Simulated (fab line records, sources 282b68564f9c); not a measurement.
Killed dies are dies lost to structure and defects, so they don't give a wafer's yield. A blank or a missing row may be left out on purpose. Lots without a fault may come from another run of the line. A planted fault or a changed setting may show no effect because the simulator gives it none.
fab line records | flow rit_cmos
record lots=14 wafers=42 last_day=7
route steps=202 shown CONTACT@168
lots that met no fault: from a run of the same line without faults
start_h: hours from the record's first day to the start of the lot's first wafer shown | wait_h: hours since the lot's step before | " the same as in the row above | L1.1+2: a row that stands for several wafers | - no value, or no start given | * or withheld: withheld | < > ~ a bound
route shown NAME@n: a module of which the file shows steps, and the number in the route of the first | usual: mean/standard deviation of fault-free wafers | same: alike in all rows | chamber/n: place in a boat | sites: the reading at each site | _std_site: their standard deviation | _edge_site: outer sites' mean less inner sites' | radius_mm: how far each site lies from the wafer's centre | mask NAME#n: copy n | behind: the tool/chamber that last shaped the wafer | hold: why the lot was held/for how many hours/how that ended | device: the transistor (n, p or np) that didn't switch | end of line: the same wafers' tests at the end of the route | a step without rows: its recipe alone | killed: dies lost to structure and defects at the first sort, not the wafer's yield | map: a wafer's dies, x killed, . not, _ none there
set.NAME: the setting as run; set.NAME@STEP: as run at that earlier step | model.NAME: the simulator's own value behind a step, which no gauge read
steps of the route over a sample of lots; a table a step, a row a wafer
services: from which hour (start_h, from the record's first day; less than 0 if before it) a tool's chamber was out of use, for how many hours, and why
## steps
# step RIT_CONTACT_CVD_00
# recipe material=SiO2 target_thk_nm=400 precursor=TEOS temp_c=390 time_s=61 rf_w=400
# usual heater_power_w=319/61 susceptor_temp_C=389.96/0.22
# columns lot.wafer tool chamber start_h wait_h heater_power_w susceptor_temp_C
L941.2 pecvd-01 2 51.56 0.0 231 390.11
L941.3 " 0 " " 283 389.83
L941.4 " 0 " " 308 389.77
L942.1 pecvd-02 0 56.05 0.1 233 390.00
L942.3 " 2 " " 228 389.77
L942.6 " 2 " " 240 389.69
L943.3 pecvd-04 1 62.56 0.0 421 389.85
L943.4 " 2 " " 308 389.82
L943.5 " 0 " " 333 390.21
L944.1 pecvd-01 0 66.64 0.1 278 389.77
L944.2 " 2 " " 291 389.67
L944.6 " 2 " " 309 389.83
L946.1 pecvd-04 0 75.72 0.1 329 390.11
L946.2 " 2 " " 319 389.82
L946.6 " 0 " " 340 390.07
L949.1 pecvd-04 0 93.01 0.1 304 389.76
L949.2 " 2 " " 348 390.07
L949.4 " 1 " " 397 390.54
L951.1 pecvd-04 0 100.56 0.1 331 389.73
L951.3 " 1 " " 439 389.86
L951.4 " 2 " " 354 390.05
L953.2 pecvd-04 1 111.08 0.0 469 389.79
L953.3 " 0 " " 335 389.94
L953.5 " 1 " " 355 390.21
L957.2 pecvd-02 0 129.97 0.0 234 389.62
L957.3 " 2 " " 252 390.25
L957.6 " 1 " " 424 390.09
L958.3 pecvd-01 0 136.46 0.0 339 390.44
L958.4 " 1 " " 290 389.96
L958.5 " 2 " " 312 389.74
L960.3 pecvd-02 0 146.93 0.0 187 390.15
L960.4 " 2 " " 288 390.01
L960.5 " 0 " " 202 390.15
L961.1 pecvd-01 0 153.44 0.1 285 389.95
L961.2 " 2 " " 290 389.64
L961.6 " 2 " " 305 389.48
L963.3 pecvd-02 2 161.43 0.0 280 389.72
L963.4 " 2 " " 287 389.80
L963.5 " 0 " " 252 390.68
L964.1 pecvd-01 2 168.24 0.1 309 390.01
L964.2 " 0 " " 348 390.16
L964.3 " 1 " " 302 389.80
# step RIT_CONTACT_THK_MEAS_01
# recipe reads=SiO2_of_CONTACT_CVD_00
# usual CONTACT_TEOS_THK=398/5.5
# columns lot.wafer tool chamber start_h wait_h CONTACT_TEOS_THK[nm]
L941.2 film_metro-04 - 51.62 0.0 400
L941.3 " - " " 396
L941.4 " - " " 400
L942.1 film_metro-04 - 56.10 0.0 388
L942.3 " - " " 393
L942.6 " - " " 404
L943.3 film_metro-04 - 62.63 0.0 398
L943.4 " - " " 403
L943.5 " - " " 400
L944.1 film_metro-04 - 66.72 0.1 391
L944.2 " - " " 395
L944.6 " - " " 406
L946.1 film_metro-04 - 75.77 0.0 394
L946.2 " - " " 398
L946.6 " - " " 406
L949.1 film_metro-01 - 93.06 0.0 394
L949.2 " - " " 392
L949.4 " - " " 405
L951.1 film_metro-04 - 100.61 0.0 253
L951.3 " - " " 393
L951.4 " - " " 403
L953.2 film_metro-02 - 111.14 0.0 391
L953.3 " - " " 255
L953.5 " - " " 398
L957.2 film_metro-01 - 130.03 0.0 393
L957.3 " - " " 396
L957.6 " - " " 404
L958.3 film_metro-04 - 136.53 0.0 392
L958.4 " - " " 401
L958.5 " - " " 408
L960.3 film_metro-02 - 147.00 0.0 390
L960.4 " - " " 402
L960.5 " - " " 398
L961.1 film_metro-01 - 153.49 0.0 398
L961.2 " - " " 409
L961.6 " - " " 410
L963.3 film_metro-04 - 161.50 0.0 393
L963.4 " - " " 400
L963.5 " - " " 398
L964.1 film_metro-02 - 168.29 0.0 399
L964.2 " - " " 391
L964.3 " - " " 392
## services
# columns tool chamber start_h hours kind
pecvd-01 1 51.81 20.8 repair
pecvd-01 - 76.58 0.3 repair
pecvd-01 - 91.22 28.1 pm
pecvd-04 1 108.19 - calibration
pecvd-01 - 144.52 0.8 repair
## key
first_sign step=RIT_CONTACT_THK_MEAS_01 reading=CONTACT_TEOS_THK direction=down sigmas=26 usual=398 struck=254
effect none on later readings
met_at RIT_CONTACT_CVD_00
struck_lots L951,L953
struck_wafers L951.1,L953.3
tester_left_out L951,L953
onset_between 93.01 100.56
fault kind=process_parameter_drift tool=pecvd-04 chamber=0 onset_h=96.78 steps=RIT_CONTACT_CVD_00 channel=target_thk_nm offset=-135.82 shape=step end_h=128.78 stated=400
# tester_left_out: of these lots the tester's yield and bins aren't shown, on N5 and GAA mostly nor the transistor test; their killed dies are dies lost to structure and defects alone, not to doping, threshold or leakage, so they don't give the yield
